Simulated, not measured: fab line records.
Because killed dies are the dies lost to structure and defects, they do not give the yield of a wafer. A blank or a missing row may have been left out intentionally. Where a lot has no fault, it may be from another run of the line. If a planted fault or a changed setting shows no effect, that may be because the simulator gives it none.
Which tool did it?	flow berkeley cmos170	42 wafers from 14 lots sampled at 3 of the route's 331 steps

## WHAT EACH GAUGE READ, for each wafer
UCB170_V2_BOW_MEAS_03.
lot	measured	on	V2_BOW (um)
L380	day 8 19:05	film metro-02	26 41 41
L381	day 9 02:58	film metro-01	27 28 32
L384	day 9 07:26	film metro-04	34 29 38
L383	day 9 08:38	film metro-02	12 16 19
L385	day 10 03:21	film metro-01	26 24 8
L387	day 10 13:35	film metro-01	32 44 33
L389	day 10 13:58	film metro-01	39 29 38
L394	day 11 15:41	film metro-02	44 41 45
L395	day 11 19:38	film metro-02	37 36 45
L393	day 11 19:54	film metro-01	33 48 48
L392	day 11 20:12	film metro-04	37 34 33
L397	day 12 05:50	film metro-02	38 31 26
L396	day 12 06:55	film metro-02	36 32 33
L402	day 13 15:26	film metro-01	33 29 37

UCB170_V2_CD_MEAS_90 targets a cd of 700 nm.
lot	measured	on	cd nm (nm)
L380	day 8 21:14	cd sem-02	701.1 702.2 698.5
L381	day 9 04:44	cd sem-01	699.5 699.3 702.1
L384	day 9 09:12	cd sem-02	699.3 699.7 699.4
L383	day 9 10:31	cd sem-02	- - -
L385	day 10 05:32	cd sem-01	- - -
L387	day 10 15:41	cd sem-02	701.1 700.4 699.4
L389	day 10 16:01	cd sem-02	700.0 698.9 700.0
L394	day 11 17:19	cd sem-01	699.7 700.1 700.5
L395	day 11 22:23	cd sem-01	698.8 700.2 700.5
L393	day 11 22:54	cd sem-01	697.8 699.0 697.1
L392	day 11 23:14	cd sem-02	700.5 701.5 700.5
L397	day 12 08:05	cd sem-02	698.8 699.6 698.5
L396	day 12 08:49	cd sem-01	702.5 700.5 700.0
L402	day 13 17:35	cd sem-02	700.1 698.7 699.7

## WHAT TOOL EACH LOT RAN ON (gives the tool, then ch and the chambers of the sampled wafers, and finally the start)
lot	UCB170_V2_CVD_00
L380	pecvd-03 ch 0,1,2, day 8 18:34
L381	pecvd-03 ch 1,2, day 9 02:27
L384	pecvd-02 ch 0,1,2, day 9 06:55
L383	pecvd-03 ch 0,1, day 9 08:07
L385	pecvd-02 ch 0,1, day 10 02:50
L387	pecvd-02 ch 0,1, day 10 13:02
L389	pecvd-03 ch 0,1,2, day 10 13:25
L394	pecvd-02 ch 1,2, day 11 15:04
L395	pecvd-03 ch 0,1,2, day 11 15:47
L393	pecvd-02 ch 1,2, day 11 16:02
L392	pecvd-03 ch 0,2, day 11 16:16
L397	pecvd-02 ch 0,1, day 12 05:15
L396	pecvd-03 ch 0,1,2, day 12 06:23
L402	pecvd-03 ch 0,2, day 13 14:53
- UCB170_V2_CVD_00: deposits SiO2 from TEOS/O2, target thk 2000 nm, time 250 s.

## AS READ BY THE TOOLS THEMSELVES (means over the sampled wafers that have a number; for cases with no such wafer, the mark the record gives instead)
UCB170_V2_CVD_00.
lot	tool	heater power w (W)	pressure mtorr (mTorr)
L380	pecvd-03	281	8988
L381	pecvd-03	290	9015
L384	pecvd-02	217	9007
L383	pecvd-03	-	-
L385	pecvd-02	-	-
L387	pecvd-02	182	9002
L389	pecvd-03	307	8991
L394	pecvd-02	232	9008
L395	pecvd-03	222	8999
L393	pecvd-02	194	9025
L392	pecvd-03	279	9000
L397	pecvd-02	187	9016
L396	pecvd-03	247	8998
L402	pecvd-03	291	8997

## THE ANSWER, worked out from the rows above alone
Rule: what is usual is taken from the lots themselves. The widest of any qualifying gaps counts: lots, ordered by their means at a reading, are off when they make up no more than a third of the lots, leave a main group of 4 or more, and stand apart from it by 3 or more times the standard deviation of that group's means. A main group whose means are all the same, to the digits that the tables above print for the reading, isn't used. A lot without any number at a reading at which 4 lots or more have one is off too. The other lots that the step has rows for count as sound. First the gauges in route order, then the tools' own readings, where a lot's mean is used as printed above. At the first step where some lot is off, the reading lying furthest off is the one used; lots without a number count as furthest.
Off: L383, L385 (UCB170_V2_CD_MEAS_90, cd nm). Without a number there: L383, L385. Main group: mean 699.9 nm, sd 0.81.
If a tool, at a process step before that reading, ran all the lots that are off and no sound lot after the first of them, it fits. The gauges at UCB170_V2_CD_MEAS_90 aren't tried: what is off there is off at UCB170_V2_CVD_00 too, on other tools, and a gauge's error can't cause that. No candidate that was tried fits.

## WHAT HAD BEEN PUT IN BY THE SIMULATOR
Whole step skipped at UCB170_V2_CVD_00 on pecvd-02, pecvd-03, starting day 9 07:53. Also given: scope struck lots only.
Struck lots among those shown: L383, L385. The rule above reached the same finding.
